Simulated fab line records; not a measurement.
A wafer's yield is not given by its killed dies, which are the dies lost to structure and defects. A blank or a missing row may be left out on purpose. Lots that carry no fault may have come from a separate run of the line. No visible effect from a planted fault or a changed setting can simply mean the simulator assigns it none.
2 desks, one fault	flow berkeley-cmos170	each desk has only its own numbers; what lay behind them comes last

## AT THE TOOL OWNER'S DESK: implanter-02
The tool's own readings at UCB170_PLDD_IMPLANT_08: means of the sampled wafers that have a number, for each lot that ran on this tool. A lot is out of limits, marked OUT, if its mean lies more than 4 standard deviations from the usual mean; the brackets give that distance.
Columns: A = dose-ions-cm2 at UCB170_PLDD_IMPLANT_08, usual 4.999e+13; B = faraday-current-uA at UCB170_PLDD_IMPLANT_08, usual 158.5
lot	first seen here	A	B
L419	day 5 19:50	5.005e+13	161.8
L424	day 7 05:56	5.000e+13	159.4
L428	day 8 04:23	5.004e+13	159.4
L430	day 8 10:20	4.999e+13	157.9
L432	day 9 01:04	4.995e+13	158.5
L435	day 10 04:12	4.493e+13 (-82) OUT	141.3 (-5.9) OUT
L441	day 11 00:27	4.493e+13 (-82) OUT	144.2 (-4.9) OUT
This desk finds L435, L441 out of limits, L435 being first, at day 10 04:12 (dose-ions-cm2 at UCB170_PLDD_IMPLANT_08). L419, L424, L428, L430, L432 stayed within limits.

## METROLOGY DESK
What the gauges read, lot by lot, whatever tool the lot ran on: means of the sampled wafers that have a number. A lot is out of limits, marked OUT, if its mean lies more than 4 standard deviations from the usual mean; the brackets give that distance.
Columns: A = SACOX_OXIDE_THK at UCB170_SACOX_THK_MEAS_02, usual 14.39 nm; B = GATE_OXIDE_THK at UCB170_GATE_THK_MEAS_02, usual 6.56 nm; C = PLDD_RS at UCB170_SDANNEAL_RS_MEAS_04, usual 1032.6 ohm/sq
lot	first seen here	A	B	C
L419	day 4 20:25	14.32	6.46	1032.8
L424	day 5 22:00	14.26	6.61	1031.8
L425	day 6 10:29	14.47	6.51	1031.4
L426	day 6 10:30	14.06	6.52	1033.2
L428	day 7 00:11	14.28	6.52	1035.8
L429	day 7 04:41	14.30	6.54	1029.9
L430	day 7 04:41	14.47	6.65	1029.5
L431	day 7 16:48	14.38	6.58	1033.1
L432	day 7 20:01	14.37	6.69	1034.0
L433	day 7 20:01	14.45	6.70	1031.9
L435	day 8 19:39	14.84	6.54	1069.0 (+13) OUT
L436	day 8 23:58	14.57	6.69	1036.3
L440	day 9 23:50	14.59	6.29	1031.4
L441	day 9 23:51	14.23	6.30	1072.3 (+15) OUT
This desk's finding: out of limits on L435, L441; first on L435, day 10 16:13 (PLDD_RS at UCB170_SDANNEAL_RS_MEAS_04). L419, L424, L425, L426, L428, L429, L430, L431, L432, L433, L436, L440 stayed within limits.

## TAKEN TOGETHER
At day 10 04:12, on L435, L441, the tool owner's desk was in a position to raise an alarm.
On L435, L441, the metrology desk was in a position to raise an alarm at day 10 16:13.
UCB170_PLDD_IMPLANT_08 was run on implanter-02 by each of the lots named.

## WHAT THE SIMULATOR HAD INSERTED
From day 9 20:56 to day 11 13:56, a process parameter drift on implanter-02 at UCB170_PLDD_IMPLANT_08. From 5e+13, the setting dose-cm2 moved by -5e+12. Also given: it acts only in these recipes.
Struck lots among those shown: L435, L441.
Fault start to first reading out of limits, in hours, per desk: tool owner, 7; metrology, 19.
